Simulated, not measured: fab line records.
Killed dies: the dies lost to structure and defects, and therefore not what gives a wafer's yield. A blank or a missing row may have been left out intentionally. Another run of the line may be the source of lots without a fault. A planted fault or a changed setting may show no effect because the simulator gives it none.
Which tool is to blame? | flow berkeley_cmos170 | Sampling: 14 lots, 42 wafers, 2 of 331 route steps

WHAT THE GAUGES SHOWED, per wafer
UCB170_V1_THK_MEAS_01. Usual: V1_TEOS_THK 1999 nm, standard deviation 28.
lot  | measured     | on            | V1_TEOS_THK (nm) | flag
L924 | day 7 05:11  | film_metro-03 | 1961 2006 2026   |
L930 | day 8 05:41  | film_metro-03 | 1979 2025 2013   |
L929 | day 8 05:40  | film_metro-04 | 1955 2005 2033   |
L931 | day 8 05:41  | film_metro-02 | 2029 1996 2009   |
L925 | day 8 14:29  | film_metro-04 | 1965 2021 1993   |
L933 | day 8 21:59  | film_metro-03 | 1987 1965 1988   |
L932 | day 8 21:58  | film_metro-04 | 1976 2017 2028   |
L938 | day 10 00:09 | film_metro-02 | 2014 2041 2082   |
L939 | day 10 08:08 | film_metro-04 | 2020 1967 2033   |
L940 | day 10 08:08 | film_metro-03 | 1963 1950 1981   |
L941 | day 11 01:52 | film_metro-02 | 1952 1976 1998   |
L942 | day 11 01:52 | film_metro-03 | 1987 2019 2011   |
L946 | day 11 08:05 | film_metro-02 | 1985 1929 1997   |
L947 | day 11 12:39 | film_metro-02 | 1992 1978 1990   |

EACH LOT AND THE TOOL THAT RAN IT (in order: tool; ch and the chambers of the sampled wafers; start)
lot  | UCB170_M1_PEB_07
L924 | litho_track-04 ch 0, day 7 00:38
L930 | litho_track-04 ch 0, day 8 00:08
L929 | litho_track-01 ch 0, day 8 00:42
L931 | litho_track-03 ch 0, day 8 02:04
L925 | litho_track-01 ch 0, day 8 08:45
L933 | litho_track-01 ch 0, day 8 17:19
L932 | litho_track-01 ch 0, day 8 18:01
L938 | litho_track-01 ch 0, day 9 18:29
L939 | litho_track-04 ch 0, day 10 01:56
L940 | litho_track-01 ch 0, day 10 02:17
L941 | litho_track-01 ch 0, day 10 20:29
L942 | litho_track-04 ch 0, day 10 20:50
L946 | litho_track-03 ch 0, day 11 03:15
L947 | litho_track-03 ch 0, day 11 09:23
- UCB170_M1_PEB_07

AS READ BY THE TOOLS THEMSELVES (means over the sampled wafers that have a number; for cases with no such wafer, the mark the record gives instead)
UCB170_M1_PEB_07. Usual: heater_power_total_W 56.79 W, standard deviation 0.049; plate_sensor_t_centre_C 131.41 C, standard deviation 0.0097; plate_sensor_t_edge_C 131.53 C, standard deviation 0.011.
lot  | tool           | heater_power_total_W (W) | plate_sensor_t_centre_C (C) | plate_sensor_t_edge_C (C) | flag
L924 | litho_track-04 | 56.82                    | 131.41                      | 131.53                    |
L930 | litho_track-04 | 56.77                    | 131.41                      | 131.53                    |
L929 | litho_track-01 | 56.78                    | 131.40                      | 131.53                    |
L931 | litho_track-03 | 56.80                    | 131.42                      | 131.54                    |
L925 | litho_track-01 | 56.80                    | 131.41                      | 131.53                    |
L933 | litho_track-01 | 56.79                    | 131.40                      | 131.53                    |
L932 | litho_track-01 | 56.76                    | 131.41                      | 131.54                    |
L938 | litho_track-01 | 56.82                    | 131.42                      | 131.54                    |
L939 | litho_track-04 | 56.77                    | 131.42                      | 131.54                    |
L940 | litho_track-01 | 56.82                    | 131.41                      | 131.53                    |
L941 | litho_track-01 | 56.78                    | 131.41                      | 131.53                    |
L942 | litho_track-04 | 56.79                    | 131.41                      | 131.53                    |
L946 | litho_track-03 | 56.86                    | 131.42                      | 131.53                    |
L947 | litho_track-03 | 56.75                    | 131.40                      | 131.53                    |

THE ANSWER, worked out from the rows above alone
Rule: take the mean of a lot's wafers that have a number; if it is more than 3 standard deviations from the usual mean, the lot is off. A lot without any number at a reading at which 4 lots or more have one is off too. All remaining lots with rows at the step are treated as sound. After the gauges, taken in route order, come the tools' own readings; for these a lot's mean is taken, as printed above. The first step at which some lot is off is used, and at that step the reading that is off furthest; a lot without a number counts as furthest.
No lot is off at any reading shown: from this, nothing can be told.

WHAT HAD BEEN PUT IN BY THE SIMULATOR
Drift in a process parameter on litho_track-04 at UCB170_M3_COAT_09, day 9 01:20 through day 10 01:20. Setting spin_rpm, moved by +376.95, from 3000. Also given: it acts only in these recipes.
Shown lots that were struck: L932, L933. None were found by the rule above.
